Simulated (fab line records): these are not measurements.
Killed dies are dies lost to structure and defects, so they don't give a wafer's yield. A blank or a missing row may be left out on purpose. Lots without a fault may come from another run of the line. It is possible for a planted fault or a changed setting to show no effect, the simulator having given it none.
fab line records | flow rit-cmos | part 1 of 2: steps 1 to 28 of 40
[record] lots = 5 wafers = 15 last-day = 6
route steps=202 shown NSD@140 PSD@142 SDANNEAL@153 PLDD@159 NLDD@160 SILICIDE@161 CONTACT@168
lots that met no fault: taken from a fault-free run of the same line
start-h: start of the lot's first displayed wafer, in hours after the record's first day | wait-h: hours elapsed since this lot's preceding step | " the same as in the row above | L1.1+2: several wafers, shown together as one row | - no value present, or no start provided | * or withheld: withheld | < > ~ a bound
route shown NAME@n: names a module that has steps shown in the file, with the first one's number in the route | usual: mean and standard deviation over wafers with no fault | same: alike in all rows | chamber/n: place in a boat | sites: readings site by site | _std_site: the standard deviation of these | _edge_site: mean of outer sites minus mean of inner sites | radius-mm: for every site, how far away it sits from the centre of the wafer | mask NAME#n: copy n | behind: the most recent tool/chamber to have shaped the wafer | hold: reason for holding the lot/hours on hold/outcome of the hold | device: names the non-switching transistor (n, p or np) | end of line: at the end of the route, the tests of the same wafers | a step given without rows: its recipe and nothing more | killed: count of dies lost to structure and defects at first sort (not the wafer's yield) | map: per-die view of a wafer (x killed, . not killed, _ where there is no die)
set.NAME: the run value of the setting; set.NAME@STEP: its run value at that earlier step | model.NAME: the simulator's own value behind a step, which no gauge read
lots at some steps of the route; a table a step, a row a wafer
services: when a tool's chamber went out of use (start-h, in hours from the record's first day, below 0 if earlier), for how many hours, and the reason
[[steps]]
[step RIT_NSD_STRIP_09]
[recipe] chemistry = O2 time-s = 180 resist = NOVOLAK platen-temp-c = withheld power-w = 500 pressure-mtorr = 4000 o2-flow-sccm = 4000
[usual] drypump-motor-current-A = 6.0/0.55 o2-flow-sccm = 3998/11
// columns lot.wafer tool chamber start-h wait-h drypump-motor-current-A o2-flow-sccm rf-hours-counter-h
L077.1 plasma-asher-03 0 67.70 0.1 6.2 3995 43
L077.3 " 1 " " 6.5 3998 -
L077.5 " 1 " " 6.5 4010 -
L080.3 plasma-asher-03 0 82.41 0.1 6.2 3986 -
L080.5 " 1 " " 6.5 4002 -
L080.6 " 0 " " 6.2 3987 -
L081.3 plasma-asher-04 1 87.64 0.1 5.3 4000 -
L081.4 " 0 " " 6.3 3983 -
L081.5 " 0 " " 6.3 3983 -
L089.1 plasma-asher-03 1 123.29 0.1 6.5 4020 49
L089.3 " 1 " " 6.5 4014 -
L089.6 " 0 " " 6.2 4003 -
L091.2 plasma-asher-03 0 133.71 0.1 6.2 3998 50
L091.3 " 0 " " 6.2 3990 -
L091.4 " 1 " " 6.5 3980 -
[step RIT_NSD_TW_MEAS_10]
[usual] NSD_TW = 3127/26
// columns lot.wafer tool chamber start-h wait-h NSD_TW
L077.1 film-metro-04 - 67.87 0.1 3077
L077.3 " - " " 3081
L077.5 " - " " 3094
L080.3 film-metro-02 - 82.54 0.1 3161
L080.5 " - " " 3155
L080.6 " - " " 3158
L081.3 film-metro-02 - 87.77 0.1 3159
L081.4 " - " " 3152
L081.5 " - " " 3144
L089.1 film-metro-04 - 123.47 0.1 3104
L089.3 " - " " 3108
L089.6 " - " " 3111
L091.2 film-metro-04 - 133.90 0.1 3114
L091.3 " - " " 3104
L091.4 " - " " 3106
[step RIT_PSD_HMDS_00]
[recipe] prime-time-s = 60 prime-temp-c = 140
// columns lot.wafer tool chamber start-h wait-h
L077.1+3+5 litho-track-01 0 67.93 0.1
L080.3+5+6 litho-track-01 0 82.70 0.1
L081.3+4+5 litho-track-03 0 87.86 0.1
L089.1+3+6 litho-track-01 0 123.53 0.1
L091.2+3+4 litho-track-04 0 133.97 0.1
[step RIT_PSD_COAT_01]
[recipe] resist = NOVOLAK spin-rpm = 3250 resist-thk-nm = 1000
// columns lot.wafer tool chamber start-h wait-h
L077.1+3+5 litho-track-01 0 68.08 0.1
L080.3+5+6 litho-track-01 0 82.85 0.1
L081.3+4+5 litho-track-03 0 88.01 0.1
L089.1+3+6 litho-track-01 0 123.68 0.1
L091.2+3+4 litho-track-04 0 134.12 0.1
[step RIT_PSD_SOFTBAKE_02]
[recipe] resist = NOVOLAK temp-c = 90 time-s = 60
// columns lot.wafer tool chamber start-h wait-h
L077.1+3+5 litho-track-01 0 68.23 0.1
L080.3+5+6 litho-track-01 0 83.00 0.1
L081.3+4+5 litho-track-03 0 88.16 0.1
L089.1+3+6 litho-track-01 0 123.83 0.1
L091.2+3+4 litho-track-04 0 134.27 0.1
[step RIT_PSD_EXPOSE_03]
[recipe] mask-id = M10 na = 0.57 target-cd-nm = 40900 dose-mj = 250
[usual] focus-offset-nm = -0.1/0.55
// columns lot.wafer tool chamber start-h wait-h mask focus-offset-nm
L077.1 iline-stepper-01 0 68.38 0.1 M10#0 -0.5
L077.3 " 0 " " M10#0 0.2
L077.5 " 0 " " M10#0 0.4
L080.3 iline-stepper-02 0 83.26 0.2 M10#0 -0.8
L080.5 " 0 " " M10#0 -0.1
L080.6 " 0 " " M10#0 0.3
L081.3 iline-stepper-01 0 88.43 0.2 M10#0 0.1
L081.4 " 0 " " M10#0 0.4
L081.5 " 0 " " M10#0 0.8
L089.1 iline-stepper-01 0 124.10 0.2 M10#0 -0.5
L089.3 " 0 " " M10#0 0.0
L089.6 " 0 " " M10#0 0.6
L091.2 iline-stepper-01 0 134.42 0.1 M10#0 -0.6
L091.3 " 0 " " M10#0 -0.5
L091.4 " 0 " " M10#0 -1.3
[step RIT_PSD_PEB_04]
[recipe] resist = NOVOLAK temp-c = withheld time-s = withheld
// columns lot.wafer tool chamber start-h wait-h
L077.1+3+5 litho-track-03 0 68.50 0.1
L080.3+5+6 litho-track-03 0 83.53 0.2
L081.3+4+5 litho-track-04 0 88.55 0.1
L089.1+3+6 litho-track-04 0 124.22 0.1
L091.2+3+4 litho-track-03 0 134.54 0.1
[step RIT_PSD_DEVELOP_05]
[recipe] resist = NOVOLAK develop-time-s = 50 dev-temp-c = 23
// columns lot.wafer tool chamber start-h wait-h
L077.1+3+5 litho-track-03 0 - -
L080.3+5+6 litho-track-03 0 - -
L081.3+4+5 litho-track-04 0 - -
L089.1+3+6 litho-track-04 0 - -
L091.2+3+4 litho-track-03 0 - -
[step RIT_PSD_OVL_MEAS_06]
[usual] PSD_OVL = -0.2/1.4
// columns lot.wafer tool chamber start-h wait-h PSD_OVL[nm]
L077.1 overlay-02 - 68.78 - -0.1
L077.3 " - " " -2.1
L077.5 " - " " -1.3
L080.3 overlay-01 - 83.77 - 2.1
L080.5 " - " " 1.0
L080.6 " - " " 1.9
L081.3 overlay-01 - 88.81 - 1.2
L081.4 " - " " -0.1
L081.5 " - " " 0.9
L089.1 overlay-02 - 124.50 - 1.0
L089.3 " - " " -1.3
L089.6 " - " " 0.5
L091.2 overlay-01 - 134.80 - -0.3
L091.3 " - " " -0.6
L091.4 " - " " 0.0
[step RIT_PSD_HARDBAKE_07]
[recipe] resist = NOVOLAK temp-c = 140 time-s = 60
// columns lot.wafer tool chamber start-h wait-h
L077.1+3+5 litho-track-03 0 68.82 0.0
L080.3+5+6 litho-track-03 0 83.85 0.1
L081.3+4+5 litho-track-04 0 88.88 0.1
L089.1+3+6 litho-track-03 0 124.54 0.0
L091.2+3+4 litho-track-04 0 134.86 0.0
[step RIT_PSD_IMPLANT_08]
[recipe] species = BF2 energy-kev = 27.49 dose-cm2 = 5e+15 tilt-deg = 7
[usual] faraday-current-uA = 12090/500
// columns lot.wafer tool chamber start-h wait-h faraday-current-uA
L077.1 implanter-02 0 68.97 0.1 12784
L077.3 " 0 " " 12298
L077.5 " 0 " " 12935
L080.3 implanter-02 0 84.00 0.1 12131
L080.5 " 0 " " 12311
L080.6 " 0 " " 12421
L081.3 implanter-01 0 89.03 0.1 12669
L081.4 " 0 " " 12588
L081.5 " 0 " " 12513
L089.1 implanter-04 0 124.69 0.1 11554
L089.3 " 0 " " 10871
L089.6 " 0 " " 11276
L091.2 implanter-04 0 135.01 0.1 11636
L091.3 " 0 " " 11611
L091.4 " 0 " " 11273
[step RIT_PSD_STRIP_09]
[recipe] chemistry = O2 time-s = 180 resist = NOVOLAK platen-temp-c = withheld power-w = 500 pressure-mtorr = 4000 o2-flow-sccm = 4000
[usual] drypump-motor-current-A = 6.0/0.5 o2-flow-sccm = 3998/11
// columns lot.wafer tool chamber start-h wait-h drypump-motor-current-A o2-flow-sccm rf-hours-counter-h
L077.1 plasma-asher-01 0 69.12 0.1 5.6 3988 45
L077.3 " 1 " " 6.6 3994 -
L077.5 " 0 " " 5.5 3997 -
L080.3 plasma-asher-04 0 84.16 0.1 6.3 4008 -
L080.5 " 1 " " 5.3 3983 -
L080.6 " 0 " " 6.3 4017 -
L081.3 plasma-asher-04 0 89.19 0.1 6.3 3998 -
L081.4 " 1 " " 5.3 3992 -
L081.5 " 1 " " 5.3 4007 -
L089.1 plasma-asher-04 1 124.84 0.1 5.3 4006 34
L089.3 " 1 " " 5.3 3991 -
L089.6 " 0 " " 6.3 4022 -
L091.2 plasma-asher-04 0 135.13 0.1 6.3 4003 35
L091.3 " 0 " " 6.3 3986 -
L091.4 " 1 " " 5.3 3992 -
[step RIT_PSD_TW_MEAS_10]
[usual] PSD_TW = 3443/29
// columns lot.wafer tool chamber start-h wait-h PSD_TW
L077.1 film-metro-02 - 69.29 0.1 3464
L077.3 " - " " 3485
L077.5 " - " " 3477
L080.3 film-metro-02 - 84.29 0.1 3499
L080.5 " - " " 3476
L080.6 " - " " 3496
L081.3 film-metro-01 - 89.32 0.1 3445
L081.4 " - " " 3413
L081.5 " - " " 3435
L089.1 film-metro-02 - 125.01 0.1 3473
L089.3 " - " " 3474
L089.6 " - " " 3475
L091.2 film-metro-04 - 135.32 0.1 3436
L091.3 " - " " 3444
L091.4 " - " " 3446
[step RIT_SDANNEAL_CLEAN_00]
[recipe] chemistry = SC1 mix = 3:3:50 time-s = 600 temp-c = 75
[usual] bath-heat-duty-pct = 14.9/2
// columns lot.wafer tool chamber start-h wait-h bath-heat-duty-pct
L077.1 wet-bench-03 2 69.35 0.1 16.8
L077.3 " 2 " " 16.7
L077.5 " 2 " " 17.3
L080.3 wet-bench-04 1 84.33 0.0 12.3
L080.5 " 1 " " 12.7
L080.6 " 1 " " 12.7
L081.3 wet-bench-04 2 89.36 0.0 18.6
L081.4 " 2 " " 18.1
L081.5 " 2 " " 17.9
L089.1 wet-bench-04 0 125.07 0.1 16.9
L089.3 " 0 " " 16.8
L089.6 " 0 " " 16.5
L091.2 wet-bench-01 3 135.37 0.0 13.3
L091.3 " 3 " " 13.9
L091.4 " 3 " " 14.7
[step RIT_SDANNEAL_CLEAN_01]
[recipe] chemistry = dHF dilution = 50:1 time-s = 30
// columns lot.wafer tool chamber start-h wait-h
L077.1+3+5 wet-bench-03 3 69.53 0.0
L080.3+5+6 wet-bench-03 3 84.75 0.0
L081.3+4+5 wet-bench-03 3 89.78 0.0
L089.1+3+6 wet-bench-01 0 125.25 0.0
L091.2+3+4 wet-bench-04 2 135.54 0.0
[step RIT_SDANNEAL_CLEAN_02]
[recipe] chemistry = SC2 mix = 3:3:50 time-s = 600 temp-c = 75 dry = n2-spin
[usual] bath-heat-duty-pct = 15.2/1.7
// columns lot.wafer tool chamber start-h wait-h bath-heat-duty-pct
L077.1 wet-bench-03 2 69.54 0.0 15.8
L077.3 " 2 " " 17.1
L077.5 " 2 " " 16.5
L080.3 wet-bench-04 0 84.77 0.0 17.5
L080.5 " 0 " " 16.2
L080.6 " 0 " " 15.4
L081.3 wet-bench-04 1 89.80 0.0 12.8
L081.4 " 1 " " 13.1
L081.5 " 1 " " 14.4
L089.1 wet-bench-04 2 125.26 0.0 17.7
L089.3 " 2 " " 16.9
L089.6 " 2 " " 16.9
L091.2 wet-bench-01 3 135.56 0.0 14.4
L091.3 " 3 " " 13.4
L091.4 " 3 " " 13.2
[step RIT_SDANNEAL_RTA_03]
[recipe] temp-c = 1050 time-s = 5 idle-temp-c = 600 ramp-up-c-per-s = 342 ramp-down-c-per-s = 171 cool-to-c = 600 ambient = N2
[usual] chamber-o2-ppm = 2.003/0.023 wafer_temp_C_max = 1053.5/1.1
// columns lot.wafer tool chamber start-h wait-h chamber-o2-ppm wafer_temp_C_max
L077.1 rtp-anneal-01 0 69.72 0.0 1.995 1053.7
L077.3 " 0 " " 2.008 1054.7
L077.5 " 0 " " 2.022 1052.4
L080.3 rtp-anneal-02 0 85.20 0.0 1.975 1054.8
L080.5 " 0 " " 2.042 1054.0
L080.6 " 0 " " 2.013 1053.5
L081.3 rtp-anneal-01 0 90.24 0.0 1.962 1054.9
L081.4 " 0 " " 1.979 1054.3
L081.5 " 0 " " 2.000 1052.5
L089.1 rtp-anneal-01 0 125.44 0.0 1.979 1054.8
L089.3 " 0 " " 2.002 1053.2
L089.6 " 0 " " 2.000 1053.9
L091.2 rtp-anneal-01 0 135.75 0.0 2.007 1052.7
L091.3 " 0 " " 2.013 1052.5
L091.4 " 0 " " 2.007 1054.0
[step RIT_SDANNEAL_RS_MEAS_04]
[recipe] thk-meas-gauge = four-point-probe
[usual] PSD_RS = 114.9/0.3
// columns lot.wafer tool chamber start-h wait-h PSD_RS[ohm/sq]
L077.1 film-metro-04 - 69.78 0.0 114.7
L077.3 " - " " 114.8
L077.5 " - " " 115.2
L080.3 film-metro-04 - 85.28 0.1 114.9
L080.5 " - " " 115.1
L080.6 " - " " 114.5
L081.3 film-metro-04 - 90.31 0.1 114.8
L081.4 " - " " 115.3
L081.5 " - " " 115.1
L089.1 film-metro-02 - 125.50 0.0 114.6
L089.3 " - " " 114.5
L089.6 " - " " 114.1
L091.2 film-metro-04 - 135.81 0.1 114.4
L091.3 " - " " 114.6
L091.4 " - " " 114.8
[step RIT_SDANNEAL_RS_MEAS_05]
[recipe] thk-meas-gauge = four-point-probe
[usual] NSD_RS = 84.41/0.28
// columns lot.wafer tool chamber start-h wait-h NSD_RS[ohm/sq]
L077.1 film-metro-04 - 69.90 0.1 84.50
L077.3 " - " " 84.54
L077.5 " - " " 84.11
L080.3 film-metro-04 - 85.40 0.1 84.00
L080.5 " - " " 83.93
L080.6 " - " " 84.07
L081.3 film-metro-04 - 90.43 0.1 83.79
L081.4 " - " " 83.94
L081.5 " - " " 84.11
L089.1 film-metro-02 - 125.62 0.1 84.32
L089.3 " - " " 84.18
L089.6 " - " " 84.27
L091.2 film-metro-04 - 135.93 0.1 84.11
L091.3 " - " " 84.78
L091.4 " - " " 84.44
[step RIT_SDANNEAL_RS_MEAS_06]
[recipe] thk-meas-gauge = four-point-probe
[usual] PLDD_RS = 178.8/0.48
// columns lot.wafer tool chamber start-h wait-h PLDD_RS[ohm/sq]
L077.1 film-metro-04 - 70.02 0.1 178.9
L077.3 " - " " 178.2
L077.5 " - " " 178.8
L080.3 film-metro-04 - 85.52 0.1 178.8
L080.5 " - " " 178.8
L080.6 " - " " 178.6
L081.3 film-metro-04 - 90.55 0.1 177.9
L081.4 " - " " 178.8
L081.5 " - " " 178.8
L089.1 film-metro-02 - 125.74 0.1 178.6
L089.3 " - " " 178.7
L089.6 " - " " 178.3
L091.2 film-metro-04 - 136.05 0.1 179.0
L091.3 " - " " 178.7
L091.4 " - " " 178.9
[step RIT_SDANNEAL_RS_MEAS_07]
[recipe] thk-meas-gauge = four-point-probe
[usual] NLDD_RS = 153.8/0.55
// columns lot.wafer tool chamber start-h wait-h NLDD_RS[ohm/sq]
L077.1 film-metro-04 - 70.14 0.1 152.9
L077.3 " - " " 153.1
L077.5 " - " " 153.3
L080.3 film-metro-04 - 85.64 0.1 153.3
L080.5 " - " " 153.8
L080.6 " - " " 153.7
L081.3 film-metro-04 - 90.67 0.1 154.3
L081.4 " - " " 153.7
L081.5 " - " " 154.5
L089.1 film-metro-02 - 125.86 0.1 152.7
L089.3 " - " " 152.7
L089.6 " - " " 153.3
L091.2 film-metro-04 - 136.17 0.1 152.5
L091.3 " - " " 153.4
L091.4 " - " " 152.7
[step RIT_SILICIDE_WET_ETCH_00]
[recipe] chemistry = BOE target = SiO2 target-depth-nm = 14 time-s = 15 dry = n2-spin dilution = 10:1 temp-c = 21.5
[usual] bath-heat-duty-pct = 1.7/0.4
// columns lot.wafer tool chamber start-h wait-h bath-heat-duty-pct
L077.1 wet-bench-01 1 70.26 0.1 1.3
L077.3 " 1 " " 1.3
L077.5 " 1 " " 1.7
L080.3 wet-bench-04 3 85.72 0.1 1.6
L080.5 " 3 " " 1.8
L080.6 " 3 " " 1.5
L081.3 wet-bench-02 0 90.75 0.1 2.4
L081.4 " 0 " " 2.9
L081.5 " 0 " " 2.1
L089.1 wet-bench-01 3 125.98 0.1 1.1
L089.3 " 3 " " 1.9
L089.6 " 3 " " 1.5
L091.2 wet-bench-02 1 136.27 0.1 1.5
L091.3 " 1 " " 2.5
L091.4 " 1 " " 1.6
[step RIT_SILICIDE_SPUTTER_01]
[recipe] material = Ti target-thk-nm = 30 power-w = 350 chamber-pressure-pa = 0.667 gas = Ar time-s = 246.4 substrate-temp-c = 25
[usual] throttle-valve-pct = 29.8/1
// columns lot.wafer tool chamber start-h wait-h throttle-valve-pct
L077.1 pvd-sputter-01 - 70.28 0.0 32.0
L077.3 " - " " 29.1
L077.5 " - " " 28.4
L080.3 pvd-sputter-04 - 85.75 0.0 29.9
L080.5 " - " " 28.2
L080.6 " - " " 29.9
L081.3 pvd-sputter-02 - 90.77 0.0 28.6
L081.4 " - " " 29.7
L081.5 " - " " 31.0
L089.1 pvd-sputter-02 - 125.99 0.0 28.8
L089.3 " - " " 31.1
L089.6 " - " " 28.7
L091.2 pvd-sputter-02 - 136.29 0.0 29.3
L091.3 " - " " 31.2
L091.4 " - " " 31.0
[step RIT_SILICIDE_RS_MEAS_02]
[recipe] thk-meas-gauge = four-point-probe reads = Ti_of_SILICIDE_SPUTTER_01
[usual] SILICIDE_TI_RS = 46.1/0.42
// columns lot.wafer tool chamber start-h wait-h SILICIDE_TI_RS[ohm/sq]
L077.1 film-metro-03 - 70.43 0.1 46.1
L077.3 " - " " 46.4
L077.5 " - " " 45.6
L080.3 film-metro-02 - 85.94 0.1 45.6
L080.5 " - " " 45.4
L080.6 " - " " 45.8
L081.3 film-metro-01 - 90.96 0.1 45.4
L081.4 " - " " 45.7
L081.5 " - " " 45.7
L089.1 film-metro-01 - 126.14 0.1 46.1
L089.3 " - " " 46.2
L089.6 " - " " 46.4
L091.2 film-metro-01 - 136.46 0.1 46.0
L091.3 " - " " 45.9
L091.4 " - " " 46.2
[step RIT_SILICIDE_THK_MEAS_03]
[recipe] thk-meas-gauge = xrf reads = Ti_of_SILICIDE_SPUTTER_01
[usual] SILICIDE_TI_THK = 31.19/0.26
// columns lot.wafer tool chamber start-h wait-h SILICIDE_TI_THK[nm]
L077.1 film-metro-03 - 70.55 0.1 31.47
L077.3 " - " " 31.22
L077.5 " - " " 31.58
L080.3 film-metro-02 - 86.04 0.1 31.39
L080.5 " - " " 31.50
L080.6 " - " " 31.28
L081.3 film-metro-01 - 91.06 0.1 31.37
L081.4 " - " " 31.21
L081.5 " - " " 31.32
L089.1 film-metro-01 - 126.26 0.1 30.92
L089.3 " - " " 30.86
L089.6 " - " " 30.66
L091.2 film-metro-01 - 136.57 0.1 30.99
L091.3 " - " " 31.02
L091.4 " - " " 31.09
[step RIT_SILICIDE_RTA_04]
[recipe] temp-c = 650 time-s = 10 idle-temp-c = 25 ramp-up-s = 5 ramp-down-s = 5 cool-to-c = 25 ambient = N2
[usual] chamber-o2-ppm = 1.996/0.023 wafer_temp_C_max = 654.4/1.3
// columns lot.wafer tool chamber start-h wait-h chamber-o2-ppm wafer_temp_C_max
L077.1 rtp-anneal-02 0 70.61 0.1 1.961 652.5
L077.3 " 0 " " 1.979 653.8
L077.5 " 0 " " 1.988 653.2
L080.3 rtp-anneal-01 0 86.10 0.1 1.987 656.4
L080.5 " 0 " " 2.028 654.2
L080.6 " 0 " " 2.016 655.8
L081.3 rtp-anneal-02 0 91.12 0.1 1.978 653.4
L081.4 " 0 " " 1.970 652.8
L081.5 " 0 " " 2.005 653.0
L089.1 rtp-anneal-02 0 126.32 0.1 2.005 653.3
L089.3 " 0 " " 1.980 655.1
L089.6 " 0 " " 2.004 653.5
L091.2 rtp-anneal-02 0 136.63 0.1 1.996 654.0
L091.3 " 0 " " 2.037 652.7
L091.4 " 0 " " 1.975 653.1
[step RIT_SILICIDE_WET_ETCH_05]
[recipe] chemistry = SPM target = Ti temp-c = 90 time-s = 120 dry = n2-spin
[usual] bath-heat-duty-pct = 13.5/1.6
// columns lot.wafer tool chamber start-h wait-h bath-heat-duty-pct
L077.1 wet-bench-04 2 70.68 0.1 15.3
L077.3 " 2 " " 17.2
L077.5 " 2 " " 15.5
L080.3 wet-bench-02 2 86.15 0.0 15.1
L080.5 " 2 " " 14.2
L080.6 " 2 " " 14.2
L081.3 wet-bench-02 2 91.16 0.0 13.7
L081.4 " 2 " " 13.8
L081.5 " 2 " " 13.8
L089.1 wet-bench-04 1 126.39 0.1 11.7
L089.3 " 1 " " 11.7
L089.6 " 1 " " 11.2
L091.2 wet-bench-04 0 136.69 0.0 14.1
L091.3 " 0 " " 14.0
L091.4 " 0 " " 14.6
[step RIT_SILICIDE_RTA_06]
[recipe] temp-c = 750 time-s = 10 idle-temp-c = 25 ramp-up-s = 5 ramp-down-s = 10 cool-to-c = 25 ambient = N2
[usual] chamber-o2-ppm = 1.999/0.021 wafer_temp_C_max = 755.1/1.4
// columns lot.wafer tool chamber start-h wait-h chamber-o2-ppm wafer_temp_C_max
L077.1 rtp-anneal-01 0 70.72 0.0 1.970 755.7
L077.3 " 0 " " 2.022 756.8
L077.5 " 0 " " 2.015 755.8
L080.3 rtp-anneal-02 0 86.21 0.0 1.995 754.6
L080.5 " 0 " " 1.969 753.8
L080.6 " 0 " " 2.001 753.4
L081.3 rtp-anneal-01 0 91.23 0.0 1.963 757.2
L081.4 " 0 " " 2.009 757.1
L081.5 " 0 " " 2.013 754.9
L089.1 rtp-anneal-01 0 126.43 0.0 2.016 756.6
L089.3 " 0 " " 1.994 754.9
L089.6 " 0 " " 1.991 755.6
L091.2 rtp-anneal-01 0 136.74 0.0 1.996 756.3
L091.3 " 0 " " 1.949 755.7
L091.4 " 0 " " 1.953 754.9
